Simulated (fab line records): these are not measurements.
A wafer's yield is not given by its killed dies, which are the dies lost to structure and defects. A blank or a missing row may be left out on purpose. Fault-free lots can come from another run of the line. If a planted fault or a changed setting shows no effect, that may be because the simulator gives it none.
One fault seen from 2 desks || flow berkeley-cmos170 || each desk holds nothing but its own numbers, with what lay behind them at the end

TOOL OWNER'S DESK, pvd-sputter-03
The tool's own readings at UCB170_M1_SPUTTER_00 (material Al, target thk 600 nm, time 80 s): means of the sampled wafers that have a number, for each lot that ran on this tool. If a lot's mean is further than 4 standard deviations from the usual mean, the lot is out of limits and carries the mark OUT (the distance appears in the brackets).
Columns: A = throttle-valve-pct at UCB170_M1_SPUTTER_00, usual 29.6 %
{"lot": "L438", "first seen here": "day 7 13:30", "A": 29.2}
{"lot": "L440", "first seen here": "day 7 20:50", "A": 29.6}
{"lot": "L443", "first seen here": "day 8 18:54", "A": 29.8}
This desk found nothing out of limits on any of the 3 lots.

METROLOGY DESK
What the gauges read for every lot (on any tool): the sampled wafers with a number, averaged. If a lot's mean is further than 4 standard deviations from the usual mean, the lot is out of limits and carries the mark OUT (the distance appears in the brackets).
Columns: A = PSD_OVL at UCB170_PSD_OVL_MEAS_07, usual 0 nm; B = cd-nm at UCB170_NSD_CD_MEAS_06, usual 1199.9 nm; C = M1_AL_RS at UCB170_M1_RS_MEAS_01, usual 0.0485 ohm/sq; D = M1_AL_THK at UCB170_M1_THK_MEAS_02, usual 592 nm
{"lot": "L434", "first seen here": "day 6 01:47", "A": -2, "B": 1200.6, "C": 0.0491, "D": 589}
{"lot": "L435", "first seen here": "day 6 06:22", "A": -2, "B": 1199.1, "C": 0.0483, "D": 601}
{"lot": "L437", "first seen here": "day 7 02:59", "A": 8, "B": 1200.4, "C": 0.0490, "D": 587}
{"lot": "L438", "first seen here": "day 7 03:20", "A": 4, "B": 1201.0, "C": 0.0482, "D": 593}
{"lot": "L436", "first seen here": "day 7 03:32", "A": -5, "B": 1198.5, "C": 0.0488, "D": 585}
{"lot": "L440", "first seen here": "day 7 10:32", "A": -5, "B": 1199.2, "C": "0.0915 (+78) OUT", "D": "316 (-37) OUT"}
{"lot": "L443", "first seen here": "day 8 09:14", "A": 2, "B": 1200.5, "C": "0.0908 (+77) OUT", "D": "321 (-37) OUT"}
{"lot": "L449", "first seen here": "day 9 07:04", "A": 5, "B": 1197.7, "C": 0.0487, "D": 585}
{"lot": "L451", "first seen here": "day 9 14:50", "A": 3, "B": 1198.9, "C": 0.0479, "D": 595}
{"lot": "L450", "first seen here": "day 9 15:05", "A": 3, "B": 1201.7, "C": 0.0486, "D": 596}
{"lot": "L453", "first seen here": "day 10 07:27", "A": -1, "B": 1197.7, "C": 0.0488, "D": 584}
{"lot": "L452", "first seen here": "day 10 14:04", "A": -3, "B": 1201.2, "C": 0.0486, "D": 590}
{"lot": "L455", "first seen here": "day 10 14:35", "A": 0, "B": 1200.1, "C": 0.0487, "D": 592}
{"lot": "L457", "first seen here": "day 11 04:00", "A": -3, "B": 1200.0, "C": 0.0488, "D": 588}
Finding of this desk: L440, L443 out of limits, first seen on L440 at day 7 20:56 (M1_AL_RS at UCB170_M1_RS_MEAS_01). L434, L435, L437, L438, L436, L449, L451, L450, L453, L452, L455, L457: within limits.

BROUGHT TOGETHER
An alarm was possible from the metrology desk at day 7 20:56, on L440, L443.
Nothing out of limits was seen by the tool owner's desk.
The tool owner's desk has L440, L443 on record, within its limits.
On pvd-sputter-03, each named lot ran UCB170_M1_SPUTTER_00.

WHAT THE SIMULATOR HAD PUT IN
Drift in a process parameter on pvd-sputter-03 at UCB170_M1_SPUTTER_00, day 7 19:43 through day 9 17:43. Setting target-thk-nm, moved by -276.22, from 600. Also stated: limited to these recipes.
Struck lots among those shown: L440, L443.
Time in hours between the start of the fault and the first out-of-limits reading at each desk: metrology desk, 1.
